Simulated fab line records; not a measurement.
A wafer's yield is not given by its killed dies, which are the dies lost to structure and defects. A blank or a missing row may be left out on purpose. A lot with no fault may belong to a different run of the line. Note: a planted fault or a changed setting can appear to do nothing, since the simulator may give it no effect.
Comparing a struck lot with a sound one | flow rit cmos | 43 out of 202 route steps
Sound: wafers L557.2, L557.3, L557.4. Wafers struck: L568.2, L568.4, L568.5. Last of all comes the cause.
For every step that has rows: the tool of each side, followed by ch and its chambers, followed by its first start. Under that, the readings that differ: sound wafers | struck wafers | difference of the means | sigmas: that difference in standard deviations of wafers without a fault.
alike: words and numbers the same on both sides, and readings whose means are apart by under 2 such deviations; not compared: readings that were withheld, readings missing a value for some wafer, numbers with overlapping values and no deviation given by the record, and bounds like >300 which may hide the same value.
A row with sigmas, a row that says differs or no value, or rows on one side alone: a step with any of these is where the two part. Non-overlapping numbers with no deviation appear without sigmas and do not part them. Lack of a reading on every wafer of one side parts them only where that side has two or more wafers.

first, 4 steps without rows for these wafers: RIT_ACTIVE_SOFTBAKE_07 (time 60 s); RIT_ACTIVE_EXPOSE_08 (exposes mask M1, target cd 1400 nm); RIT_ACTIVE_PEB_09; RIT_ACTIVE_DEVELOP_10 (develop time 50 s).
RIT_ACTIVE_CD_MEAS_11: target cd 1400 nm.
  sound: cd sem-02 at day 1 14:35; struck: cd sem-01 at day 3 21:35
  alike: cd nm
then, 1 step without rows for these wafers: RIT_ACTIVE_HARDBAKE_12 (time 60 s).
RIT_ACTIVE_ETCH_13: etches Si3N4 in SF6, stops on SiO2, time 210 s, target depth 210 nm.
  sound on rie diel-03 ch 1,2,3, day 1 14:50; struck on rie diel-02 ch 0,1,3, day 3 22:04
  alike: drypump motor current A, oes product au, throttle valve pct
  not compared: rf hours counter h
RIT_ACTIVE_STRIP_14: strips in O2, time 180 s.
  sound on plasma asher-03 ch 0,1, day 1 14:58; struck on plasma asher-02 ch 0,1, day 3 22:12
  alike: drypump motor current A, o2 flow sccm
  not compared: rf hours counter h
RIT_ACTIVE_CD_MEAS_90: target cd 1400 nm.
  sound: cd sem-01 at day 1 15:10; struck: cd sem-02 at day 3 22:24
  alike: cd nm
then, 3 steps without rows for these wafers: RIT_ACTIVE_CLEAN_15 (cleans in SC1, time 600 s); RIT_ACTIVE_CLEAN_16 (cleans in dHF, time 30 s); RIT_ACTIVE_CLEAN_17 (cleans in SC2, time 600 s).
RIT_FOX1_OXIDATION_00: target thk 350.7 nm, ox time 1130 s.
  sound on furnace-01 ch 0, day 1 15:38; struck on furnace-01 ch 0, day 3 22:52
  alike: spike tc centre C
RIT_FOX1_THK_MEAS_01:
  sound: film metro-02 at day 1 16:57; struck: film metro-02 at day 4 00:11
  alike: FOX1_OXIDE_THK
then, 2 steps without rows for these wafers: RIT_FOX1_WET_ETCH_02 (etches SiO2 in BOE, target depth 350 nm, time 390 s); RIT_FOX2_OXIDATION_00 (target thk 350.7 nm, ox time 1130 s).
RIT_FOX2_THK_MEAS_01:
  sound: film metro-02 at day 1 18:26; struck: film metro-03 at day 4 01:41
  alike: FOX2_OXIDE_THK
then, 2 steps without rows for these wafers: RIT_FOX2_CLEAN_02 (cleans in dHF, time 180 s); RIT_FOX2_WET_ETCH_03 (etches Si3N4 in H3PO4, target depth 195 nm, time 2700 s).
RIT_FOX2_THK_MEAS_90:
  sound: film metro-03 at day 1 19:24; struck: film metro-03 at day 4 02:34
  alike: FIELD_OXIDE_LEFT_1_THK
then, 6 steps without rows for these wafers: RIT_NWELL_HMDS_00 (prime time 60 s); RIT_NWELL_COAT_01 (resist thk 1300 nm); RIT_NWELL_SOFTBAKE_02 (time 60 s); RIT_NWELL_EXPOSE_03 (exposes mask M2, target cd 43900 nm); RIT_NWELL_PEB_04; RIT_NWELL_DEVELOP_05 (develop time 68 s).
RIT_NWELL_OVL_MEAS_06:
  sound: overlay-02 at day 1 20:20; struck: overlay-02 at day 4 03:31
  alike: NWELL_OVL
then, 2 steps without rows for these wafers: RIT_NWELL_HARDBAKE_07 (time 120 s); RIT_NWELL_IMPLANT_08.
RIT_NWELL_STRIP_09: strips in O2, time 180 s.
  sound on plasma asher-01 ch 0,1, day 1 20:46; struck on plasma asher-04 ch 1, day 4 03:56
  reading                     | sound       | struck      | difference | sigmas
  drypump motor current A (A) | 6.6 6.6 6.4 | 5.3 5.4 5.3 | -1.2       | -3
  alike: o2 flow sccm
  not compared: rf hours counter h
RIT_NWELL_TW_MEAS_10:
  sound: film metro-01 at day 1 20:57; struck: film metro-03 at day 4 04:08
  alike: NWELL_TW
then, 6 steps without rows for these wafers: RIT_PWELL_HMDS_00 (prime time 60 s); RIT_PWELL_COAT_01 (resist thk 1300 nm); RIT_PWELL_SOFTBAKE_02 (time 60 s); RIT_PWELL_EXPOSE_03 (exposes mask M3, target cd 43700 nm); RIT_PWELL_PEB_04; RIT_PWELL_DEVELOP_05 (develop time 68 s).
RIT_PWELL_OVL_MEAS_06:
  sound: overlay-01 at day 1 22:01; struck: overlay-01 at day 4 05:04
  alike: PWELL_OVL
then, 2 steps without rows for these wafers: RIT_PWELL_HARDBAKE_07 (time 120 s); RIT_PWELL_IMPLANT_08.
RIT_PWELL_STRIP_09: strips in O2, time 180 s.
  sound on plasma asher-04 ch 0,1, day 1 22:26; struck on plasma asher-04 ch 0,1, day 4 05:30
  alike: drypump motor current A, o2 flow sccm
  not compared: rf hours counter h
RIT_PWELL_TW_MEAS_10:
  sound: film metro-04 at day 1 22:37; struck: film metro-01 at day 4 05:41
  reading  | sound       | struck      | difference | sigmas
  PWELL_TW | 952 956 951 | 937 932 927 | -21        | -3
RIT_M1_PROBE_99:
  sound: prober-01 at day 3 10:05; struck: prober-02 at day 5 16:41
  reading             | sound | struck      | difference | sigmas
  killed at front end | 8 6 2 | 134 147 139 | +135       | +46
  killed dies         | 8 6 2 | 134 147 139 | +135       | +46
  killed on rim       | 2 5 0 | 36 40 36    | +35        | +25
  alike: killed open, killed short

WHERE THEY PART
First at RIT_NWELL_STRIP_09; last, within this record, at RIT_M1_PROBE_99.

WHY: whatever the simulator had introduced
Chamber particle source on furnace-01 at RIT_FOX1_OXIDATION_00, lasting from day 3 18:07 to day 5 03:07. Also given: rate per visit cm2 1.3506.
